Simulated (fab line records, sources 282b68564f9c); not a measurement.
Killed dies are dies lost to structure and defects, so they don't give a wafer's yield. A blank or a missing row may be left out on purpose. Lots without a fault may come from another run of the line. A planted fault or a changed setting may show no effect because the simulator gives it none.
fab line records | flow rit_cmos
record lots=5 wafers=15 last_day=7
route steps=202 shown PLDD@116 SPACER@125 NSD@131 PSD@142 SDANNEAL@153 M1@202
lots that met no fault: from a run of the same line without faults
start_h: hours from the record's first day to the start of the lot's first wafer shown | wait_h: hours since the lot's step before | " the same as in the row above | L1.1+2: a row that stands for several wafers | - no value, or no start given | * or withheld: withheld | < > ~ a bound
route shown NAME@n: a module of which the file shows steps, and the number in the route of the first | usual: mean/standard deviation of fault-free wafers | same: alike in all rows | chamber/n: place in a boat | sites: the reading at each site | _std_site: their standard deviation | _edge_site: outer sites' mean less inner sites' | radius_mm: how far each site lies from the wafer's centre | mask NAME#n: copy n | behind: the tool/chamber that last shaped the wafer | hold: why the lot was held/for how many hours/how that ended | device: the transistor (n, p or np) that didn't switch | end of line: the same wafers' tests at the end of the route | a step without rows: its recipe alone | killed: dies lost to structure and defects at the first sort, not the wafer's yield | map: a wafer's dies, x killed, . not, _ none there
set.NAME: the setting as run; set.NAME@STEP: as run at that earlier step | model.NAME: the simulator's own value behind a step, which no gauge read
lots at some steps of the route; a table a step, a row a wafer
services: from which hour (start_h, from the record's first day; less than 0 if before it) a tool's chamber was out of use, for how many hours, and why
## steps
# step RIT_PLDD_SOFTBAKE_02
# recipe resist=NOVOLAK temp_c=90 time_s=60
# step RIT_PLDD_EXPOSE_03
# recipe mask_id=M8 na=0.57 target_cd_nm=40900 dose_mj=250
# step RIT_PLDD_PEB_04
# recipe resist=NOVOLAK temp_c=withheld time_s=withheld
# step RIT_PLDD_DEVELOP_05
# recipe resist=NOVOLAK develop_time_s=50 dev_temp_c=23
# step RIT_PLDD_OVL_MEAS_06
# usual PLDD_OVL=-0.5/1.4
# columns lot.wafer tool chamber start_h wait_h PLDD_OVL[nm]
L647.3 overlay-02 - 77.31 - 0.1
L647.4 " - " " -1.3
L647.5 " - " " 0.8
L651.3 overlay-02 - 98.05 - -1.4
L651.4 " - " " -1.3
L651.5 " - " " -2.3
L657.1 overlay-02 - 123.70 - -0.4
L657.2 " - " " 0.2
L657.6 " - " " -0.2
L662.1 overlay-01 - 149.86 - 0.7
L662.5 " - " " 1.6
L662.6 " - " " 1.1
L663.1 overlay-01 - 155.36 - -0.4
L663.3 " - " " 0.6
L663.6 " - " " 1.4
# step RIT_PLDD_HARDBAKE_07
# recipe resist=NOVOLAK temp_c=140 time_s=60
# step RIT_PLDD_IMPLANT_08
# recipe species=BF2 energy_kev=20 dose_cm2=9e+14 tilt_deg=7
# step RIT_PLDD_STRIP_09
# recipe chemistry=O2 time_s=180 resist=NOVOLAK platen_temp_c=withheld power_w=500 pressure_mtorr=4000 o2_flow_sccm=4000
# usual drypump_motor_current_A=5.6/0.31
# columns lot.wafer tool chamber start_h wait_h drypump_motor_current_A rf_hours_counter_h
L647.3 plasma_asher-02 0 77.69 0.1 5.9 -
L647.4 " 1 " " 6.0 -
L647.5 " 0 " " 5.9 -
L651.3 plasma_asher-02 1 98.43 0.1 6.0 -
L651.4 " 0 " " 5.9 -
L651.5 " 1 " " 6.0 -
L657.1 plasma_asher-01 0 124.04 0.1 5.4 52
L657.2 " 1 " " 4.8 52
L657.6 " 1 " " 4.8 -
L662.1 plasma_asher-04 0 150.20 0.1 5.6 31
L662.5 " 1 " " 5.5 -
L662.6 " 0 " " 5.5 -
L663.1 plasma_asher-02 1 155.69 0.1 6.0 3
L663.3 " 0 " " 5.9 -
L663.6 " 1 " " 6.0 -
# step RIT_PLDD_TW_MEAS_10
# usual PLDD_TW=2354/15
# columns lot.wafer tool chamber start_h wait_h PLDD_TW
L647.3 film_metro-04 - 77.83 0.1 2339
L647.4 " - " " 2361
L647.5 " - " " 2361
L651.3 film_metro-04 - 98.57 0.1 2369
L651.4 " - " " 2351
L651.5 " - " " 2363
L657.1 film_metro-02 - 124.21 0.1 2337
L657.2 " - " " 2340
L657.6 " - " " 2338
L662.1 film_metro-03 - 150.38 0.1 2353
L662.5 " - " " 2372
L662.6 " - " " 2355
L663.1 film_metro-02 - 155.87 0.1 2343
L663.3 " - " " 2327
L663.6 " - " " 2330
# step RIT_SPACER_CLEAN_00
# recipe chemistry=SC1 mix=3:3:50 time_s=600 temp_c=75
# step RIT_SPACER_CLEAN_01
# recipe chemistry=dHF dilution=50:1 time_s=30
# step RIT_SPACER_CLEAN_02
# recipe chemistry=SC2 mix=3:3:50 time_s=600 temp_c=75 dry=n2_spin
# step RIT_SPACER_CVD_03
# recipe material=Si3N4 target_thk_nm=250 temp_c=810 precursor=SiH2Cl2/NH3 time_s=3300 pressure_mtorr=289.8 sih2cl2_flow_sccm=60 nh3_flow_sccm=150
# usual zone_power_source_pct=19.0/2.4
# columns lot.wafer tool chamber start_h wait_h zone_power_source_pct
L647.3 lpcvd-02 0 78.23 0.0 16.5
L647.4 " 0 " " 16.6
L647.5 " 0 " " 16.2
L651.3 lpcvd-01 1 98.97 0.0 19.9
L651.4 " 1 " " 20.0
L651.5 " 1 " " 20.4
L657.1 lpcvd-01 1 124.67 0.0 20.3
L657.2 " 1 " " 20.6
L657.6 " 1 " " 19.9
L662.1 lpcvd-02 0 150.87 0.0 16.2
L662.5 " 0 " " 16.2
L662.6 " 0 " " 16.5
L663.1 lpcvd-02 1 156.36 0.0 19.3
L663.3 " 1 " " 19.2
L663.6 " 1 " " 19.6
# step RIT_SPACER_THK_MEAS_04
# recipe reads=Si3N4_of_SPACER_CVD_03
# usual SPACER_NITRIDE_THK=245.4/2.1
# columns lot.wafer tool chamber start_h wait_h SPACER_NITRIDE_THK[nm]
L647.3 film_metro-03 - 80.17 0.0 247.3
L647.4 " - " " 246.9
L647.5 " - " " 249.1
L651.3 film_metro-03 - 100.91 0.0 245.1
L651.4 " - " " 247.2
L651.5 " - " " 243.7
L657.1 film_metro-02 - 126.59 0.0 246.2
L657.2 " - " " 246.1
L657.6 " - " " 246.4
L662.1 film_metro-03 - 152.79 0.0 242.4
L662.5 " - " " 242.5
L662.6 " - " " 242.9
L663.1 film_metro-01 - 158.28 0.0 248.5
L663.3 " - " " 247.9
L663.6 " - " " 249.1
# step RIT_SPACER_ETCHBACK_05
# recipe target_depth_a=2500 SF6_flow_sccm=30 CHF3_flow_sccm=30 target=Si3N4 chemistry=SF6/CHF3 pressure_mtorr=40 rf_w=250 time_s=240 stop_on=SiO2
# usual drypump_motor_current_A=5.5/0.48 oes_product_au=0.833/0.016 throttle_valve_pct=10.21/0.15
# columns lot.wafer tool chamber start_h wait_h drypump_motor_current_A oes_product_au rf_hours_counter_h throttle_valve_pct
L647.3 rie_diel-02 0 80.21 0.0 6.2 0.859 4 10.58
L647.4 " 1 " " 5.2 0.828 66 10.15
L647.5 " 2 " " 6.2 0.854 - 10.33
L651.3 rie_diel-03 0 100.95 0.0 5.7 0.835 121 10.07
L651.4 " 3 " " 6.0 0.841 - 10.14
L651.5 " 1 " " 4.6 0.817 - 10.03
L657.1 rie_diel-01 0 126.65 0.1 5.7 0.810 110 10.07
L657.2 " 2 " " 5.2 0.831 114 10.27
L657.6 " 2 " " 5.2 0.829 - 10.24
L662.1 rie_diel-03 3 152.85 0.1 6.0 0.838 112 10.15
L662.5 " 0 " " 5.7 0.827 - 10.07
L662.6 " 1 " " 4.6 0.823 - 10.05
L663.1 rie_diel-02 1 158.34 0.1 5.2 0.827 68 10.15
L663.3 " 3 " " 5.3 0.860 134 10.49
L663.6 " 3 " " 5.3 0.876 - 10.49
# step RIT_NSD_HMDS_00
# recipe prime_time_s=60 prime_temp_c=140
# step RIT_NSD_COAT_01
# recipe resist=NOVOLAK spin_rpm=3250 resist_thk_nm=1000
# step RIT_NSD_SOFTBAKE_02
# recipe resist=NOVOLAK temp_c=90 time_s=60
# step RIT_NSD_EXPOSE_03
# recipe mask_id=M9 na=0.57 target_cd_nm=40700 dose_mj=250
# step RIT_NSD_PEB_04
# recipe resist=NOVOLAK temp_c=withheld time_s=withheld
# step RIT_NSD_DEVELOP_05
# recipe resist=NOVOLAK develop_time_s=50 dev_temp_c=23
# step RIT_NSD_OVL_MEAS_06
# usual NSD_OVL=-0.2/1.3
# columns lot.wafer tool chamber start_h wait_h NSD_OVL[nm]
L647.3 overlay-01 - 81.22 - -1.5
L647.4 " - " " 1.4
L647.5 " - " " 0.1
L651.3 overlay-02 - 102.09 - -2.2
L651.4 " - " " -1.7
L651.5 " - " " -0.7
L657.1 overlay-02 - 127.65 - -0.5
L657.2 " - " " -0.9
L657.6 " - " " -2.0
L662.1 overlay-02 - 153.97 - 0.9
L662.5 " - " " 1.3
L662.6 " - " " 1.7
L663.1 overlay-01 - 159.46 - 1.5
L663.3 " - " " 2.2
L663.6 " - " " 2.0
# step RIT_NSD_HARDBAKE_07
# recipe resist=NOVOLAK temp_c=140 time_s=60
# step RIT_NSD_IMPLANT_08
# recipe species=P energy_kev=25 dose_cm2=1e+15 tilt_deg=7
# step RIT_NSD_STRIP_09
# recipe chemistry=O2 time_s=180 resist=NOVOLAK platen_temp_c=withheld power_w=500 pressure_mtorr=4000 o2_flow_sccm=4000
# usual drypump_motor_current_A=5.7/0.3
# columns lot.wafer tool chamber start_h wait_h drypump_motor_current_A rf_hours_counter_h
L647.3 plasma_asher-02 0 81.61 0.1 5.9 -
L647.4 " 1 " " 6.0 -
L647.5 " 0 " " 5.9 -
L651.3 plasma_asher-02 0 102.47 0.1 5.9 -
L651.4 " 1 " " 6.0 -
L651.5 " 0 " " 5.9 -
L657.1 plasma_asher-04 0 127.98 0.1 5.5 29
L657.2 " 1 " " 5.5 29
L657.6 " 0 " " 5.6 -
L662.1 plasma_asher-04 0 154.39 0.1 5.6 31
L662.5 " 1 " " 5.5 -
L662.6 " 0 " " 5.6 -
L663.1 plasma_asher-02 1 159.80 0.1 6.0 4
L663.3 " 0 " " 5.9 -
L663.6 " 0 " " 5.9 -
# step RIT_NSD_TW_MEAS_10
# usual NSD_TW=3127/21
# columns lot.wafer tool chamber start_h wait_h NSD_TW
L647.3 film_metro-02 - 81.74 0.1 3075
L647.4 " - " " 3084
L647.5 " - " " 3083
L651.3 film_metro-02 - 102.61 0.1 3101
L651.4 " - " " 3111
L651.5 " - " " 3108
L657.1 film_metro-03 - 128.16 0.1 3148
L657.2 " - " " 3137
L657.6 " - " " 3144
L662.1 film_metro-03 - 154.56 0.1 3152
L662.5 " - " " 3127
L662.6 " - " " 3131
L663.1 film_metro-02 - 159.97 0.1 3088
L663.3 " - " " 3114
L663.6 " - " " 3109
# step RIT_PSD_HMDS_00
# recipe prime_time_s=60 prime_temp_c=140
# step RIT_PSD_COAT_01
# recipe resist=NOVOLAK spin_rpm=3250 resist_thk_nm=1000
# step RIT_PSD_SOFTBAKE_02
# recipe resist=NOVOLAK temp_c=90 time_s=60
# step RIT_PSD_EXPOSE_03
# recipe mask_id=M10 na=0.57 target_cd_nm=40900 dose_mj=250
# step RIT_PSD_PEB_04
# recipe resist=NOVOLAK temp_c=withheld time_s=withheld
# step RIT_PSD_DEVELOP_05
# recipe resist=NOVOLAK develop_time_s=50 dev_temp_c=23
# step RIT_PSD_OVL_MEAS_06
# usual PSD_OVL=0.5/1.5
# columns lot.wafer tool chamber start_h wait_h PSD_OVL[nm]
L647.3 overlay-02 - 82.64 - -1.7
L647.4 " - " " -0.4
L647.5 " - " " -1.3
L651.3 overlay-02 - 103.64 - -0.6
L651.4 " - " " -2.4
L651.5 " - " " 0.2
L657.1 overlay-02 - 129.19 - 2.8
L657.2 " - " " 2.8
L657.6 " - " " 2.6
L662.1 overlay-02 - 155.47 - 0.7
L662.5 " - " " 0.9
L662.6 " - " " 2.0
L663.1 overlay-01 - 161.02 - 2.6
L663.3 " - " " 2.7
L663.6 " - " " 2.3
# step RIT_PSD_HARDBAKE_07
# recipe resist=NOVOLAK temp_c=140 time_s=60
# step RIT_PSD_IMPLANT_08
# recipe species=BF2 energy_kev=27 dose_cm2=4.93e+15 tilt_deg=7
# step RIT_PSD_STRIP_09
# recipe chemistry=O2 time_s=180 resist=NOVOLAK platen_temp_c=withheld power_w=500 pressure_mtorr=4000 o2_flow_sccm=4000
# usual drypump_motor_current_A=5.3/0.4
# columns lot.wafer tool chamber start_h wait_h drypump_motor_current_A rf_hours_counter_h
L647.3 plasma_asher-03 0 83.03 0.1 4.9 -
L647.4 " 1 " " 5.9 -
L647.5 " 1 " " 6.0 -
L651.3 plasma_asher-01 1 104.03 0.1 4.8 -
L651.4 " 0 " " 5.4 -
L651.5 " 1 " " 4.8 -
L657.1 plasma_asher-01 1 129.53 0.1 4.8 52
L657.2 " 0 " " 5.4 52
L657.6 " 0 " " 5.4 -
L662.1 plasma_asher-03 1 155.81 0.1 6.0 54
L662.5 " 1 " " 5.9 -
L662.6 " 0 " " 5.0 -
L663.1 plasma_asher-03 1 161.36 0.1 6.0 54
L663.3 " 0 " " 4.9 -
L663.6 " 1 " " 5.9 -
# step RIT_PSD_TW_MEAS_10
# usual PSD_TW=3437/24
# columns lot.wafer tool chamber start_h wait_h PSD_TW
L647.3 film_metro-03 - 83.16 0.1 3433
L647.4 " - " " 3433
L647.5 " - " " 3447
L651.3 film_metro-04 - 104.16 0.1 3446
L651.4 " - " " 3447
L651.5 " - " " 3449
L657.1 film_metro-02 - 129.70 0.1 3409
L657.2 " - " " 3398
L657.6 " - " " 3407
L662.1 film_metro-03 - 155.98 0.1 3444
L662.5 " - " " 3442
L662.6 " - " " 3457
L663.1 film_metro-02 - 161.53 0.1 3403
L663.3 " - " " 3409
L663.6 " - " " 3407
# step RIT_SDANNEAL_CLEAN_00
# recipe chemistry=SC1 mix=3:3:50 time_s=600 temp_c=75
# step RIT_SDANNEAL_CLEAN_01
# recipe chemistry=dHF dilution=50:1 time_s=29.45
# step RIT_SDANNEAL_CLEAN_02
# recipe chemistry=SC2 mix=3:3:50 time_s=600 temp_c=75 dry=n2_spin
# step RIT_SDANNEAL_RTA_03
# recipe temp_c=1050 time_s=5 idle_temp_c=600 ramp_up_c_per_s=342 ramp_down_c_per_s=171 cool_to_c=600 ambient=N2
# usual wafer_temp_C_max=1053.5/1.2
# columns lot.wafer tool chamber start_h wait_h wafer_temp_C_max
L647.3 rtp_anneal-01 0 83.59 0.0 1051.3
L647.4 " 0 " " 1053.1
L647.5 " 0 " " 1055.0
L651.3 rtp_anneal-01 0 104.61 0.0 1054.3
L651.4 " 0 " " 1052.8
L651.5 " 0 " " 1054.8
L657.1 rtp_anneal-01 0 130.20 0.0 1051.9
L657.2 " 0 " " 1054.4
L657.6 " 0 " " 1054.4
L662.1 rtp_anneal-02 0 156.82 0.0 1052.2
L662.5 " 0 " " 1054.7
L662.6 " 0 " " 1054.0
L663.1 rtp_anneal-01 0 161.99 0.0 1054.3
L663.3 " 0 " " 1053.6
L663.6 " 0 " " 1052.0
# step RIT_SDANNEAL_RS_MEAS_04
# recipe thk_meas_gauge=four-point-probe
# usual PSD_RS=116.1/0.3
# columns lot.wafer tool chamber start_h wait_h PSD_RS[ohm/sq]
L647.3 film_metro-02 - 83.67 0.1 115.6
L647.4 " - " " 115.8
L647.5 " - " " 115.4
L651.3 film_metro-02 - 104.73 0.1 115.7
L651.4 " - " " 115.8
L651.5 " - " " 115.8
L657.1 film_metro-04 - 130.26 0.0 115.8
L657.2 " - " " 116.1
L657.6 " - " " 116.1
L662.1 film_metro-02 - 156.88 0.0 116.3
L662.5 " - " " 115.9
L662.6 " - " " 116.0
L663.1 film_metro-03 - 162.05 0.0 116.0
L663.3 " - " " 116.5
L663.6 " - " " 116.0
# step RIT_M1_PROBE_99
# usual killed_at_front_end=6.6/2.9 killed_dies=6.6/3 killed_open=3.4/2 killed_short=3.2/2
# same gross_dies=264 killed_at_M0_to_M3=0 killed_at_M4_up=0 killed_at_back_side=0 killed_at_contacts=0 killed_at_other=0
# columns lot.wafer tool chamber start_h wait_h hold killed_at_front_end killed_dies killed_open killed_short
L647.3 prober-02 - 91.16 0.2 - 4 4 1 3
L647.4 prober-02 - 91.21 0.2 - 3 3 1 2
L647.5 prober-02 - 91.26 0.2 - 8 8 3 5
L651.3 prober-02 - 112.38 0.2 - 6 6 2 4
L651.4 prober-02 - 112.43 0.2 - 9 9 6 3
L651.5 prober-02 - 112.48 0.2 - 5 5 2 3
L657.1 prober-02 - 137.70 0.1 await_dispo/1.3h/release 33 33 2 2
L657.2 prober-02 - 137.75 0.1 await_dispo/1.3h/release 26 26 0 0
L657.6 prober-02 - 137.95 0.2 await_dispo/1.3h/release 36 36 3 1
L662.1 prober-01 - 164.49 0.1 - 3 3 1 2
L662.5 prober-01 - 164.69 0.2 - 11 11 5 6
L662.6 prober-01 - 164.74 0.2 - 3 3 1 2
L663.1 prober-02 - 169.31 0.1 - 6 6 1 5
L663.3 prober-02 - 169.41 0.2 - 9 9 2 7
L663.6 prober-02 - 169.56 0.2 - 8 8 3 5
# killed by level:class
L647.3 GATE:geometric_particle:short=3 GATE:geometric_particle:open=1
L647.4 GATE:geometric_particle:short=1 GATE:geometric_particle:open=1 SILICIDE:geometric_particle:short=1
L647.5 FOX1:geometric_particle:short=2 GATE:geometric_particle:open=2 SPACER:geometric_particle:short=2 FOX2:geometric_particle:open=1 GATE:geometric_particle:short=1
L651.3 GATE:geometric_particle:short=4 GATE:geometric_particle:open=1 SPACER:geometric_particle:open=1
L651.4 GATE:geometric_particle:short=3 GATE:geometric_particle:open=2 FOX2:geometric_particle:open=1 REOX:geometric_particle:open=1 SPACER:geometric_particle:open=1 SILICIDE:geometric_particle:open=1
L651.5 FOX2:geometric_particle:short=2 FOX2:geometric_particle:open=1 GATE:geometric_particle:open=1 SILICIDE:geometric_particle:short=1
L657.1 SPACER:unspecified=29 FOX1:geometric_particle:short=1 GATE:geometric_particle:short=1 REOX:geometric_particle:open=1 SPACER:geometric_particle:open=1
L657.2 SPACER:unspecified=26
L657.6 SPACER:unspecified=32 REOX:geometric_particle:open=2 REOX:geometric_particle:short=1 SPACER:geometric_particle:open=1
L662.1 FOX1:geometric_particle:short=1 GATE:geometric_particle:open=1 SPACER:geometric_particle:short=1
L662.5 GATE:geometric_particle:open=3 GATE:geometric_particle:short=2 REOX:geometric_particle:open=2 SPACER:geometric_particle:short=2 FOX1:geometric_particle:short=1 SILICIDE:geometric_particle:short=1
L662.6 FOX1:geometric_particle:short=1 GATE:geometric_particle:short=1 GATE:geometric_particle:open=1
L663.1 GATE:geometric_particle:short=2 FOX2:geometric_particle:short=1 GATE:geometric_particle:open=1 SPACER:geometric_particle:short=1 SILICIDE:geometric_particle:short=1
L663.3 GATE:geometric_particle:short=2 ACTIVE:geometric_particle:short=1 FOX2:geometric_particle:open=1 FOX2:geometric_particle:short=1 GATE:geometric_particle:open=1 REOX:geometric_particle:short=1 SPACER:geometric_particle:short=1 SILICIDE:geometric_particle:short=1
L663.6 GATE:geometric_particle:short=3 FOX1:geometric_particle:short=1 FOX1:geometric_particle:open=1 REOX:geometric_particle:open=1 SPACER:geometric_particle:open=1 SILICIDE:geometric_particle:short=1
# map L657.6 (x killed, . not)
________..x...._______
_____.............____
____.........x.....___
___......x..........__
__..................._
__........x...xxxxxx._
_.............xxxxxxx.
_.............xxxxxxx.
_.............xxxxxxx.
_...............xxx...
__..............x.x.._
__..................._
___.................__
____...............___
_____.............____
________......._______
# map L651.4 (x killed, . not)
________......._______
_____.............____
____.........x.....___
___....x..........x.__
__..................._
__..................._
_........x..x.........
_.....................
_.......x.............
_.....................
__....x.............._
__.x................._
___.................__
____.......x.......___
_____.............____
________......._______
## services
# columns tool chamber start_h hours kind
plasma_asher-03 - 68.20 8.0 repair
plasma_asher-04 - 69.16 10.0 pm
rie_diel-03 2 81.28 - clean
rie_diel-03 2 81.28 27.5 scheduled_down
rie_diel-03 2 81.28 27.5 vent_cycle
plasma_asher-01 - 90.33 1.3 repair
rie_diel-01 1 91.97 6.0 repair
plasma_asher-04 - 95.39 2.0 repair
rie_diel-01 0 99.73 3.7 repair
rie_diel-01 - 108.20 0.7 repair
plasma_asher-02 - 108.75 9.0 pm
plasma_asher-02 0 108.75 9.0 vent_cycle
plasma_asher-02 1 108.75 9.0 vent_cycle
rie_diel-03 - 109.82 2.8 pm
plasma_asher-02 0 117.75 - clean
plasma_asher-02 1 117.75 - clean
rie_diel-01 1 123.27 3.6 repair
rie_diel-02 - 128.31 1.4 repair
rie_diel-03 1 130.25 - clean
rie_diel-03 1 130.25 19.8 scheduled_down
rie_diel-02 2 131.29 5.3 repair
rie_diel-01 2 132.34 2.6 repair
plasma_asher-02 - 135.05 4.4 repair
rie_diel-03 3 141.57 7.8 repair
## key
first_sign step=RIT_M1_PROBE_99 reading=killed_at_front_end direction=up sigmas=8.5 usual=6.6 struck=31.7
effect step=RIT_M1_PROBE_99 reading=killed_dies direction=up sigmas=8.4 usual=6.6 struck=31.7
met_at RIT_SPACER_CVD_03
struck_wafers L657.1,L657.2,L657.6
tester_left_out L657
onset_between 98.97 124.67
also_fits RIT_PLDD_STRIP_09:plasma_asher-01,RIT_SPACER_ETCHBACK_05:rie_diel-01,RIT_PSD_STRIP_09:plasma_asher-01
fault kind=chamber_particle_source tool=lpcvd-01 chamber=1 onset_h=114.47 steps=RIT_SPACER_CVD_03 rate_per_visit_cm2=0.58514 end_h=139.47
# tester_left_out: of these lots the tester's yield and bins aren't shown, on N5 and GAA mostly nor the transistor test; their killed dies are dies lost to structure and defects alone, not to doping, threshold or leakage, so they don't give the yield
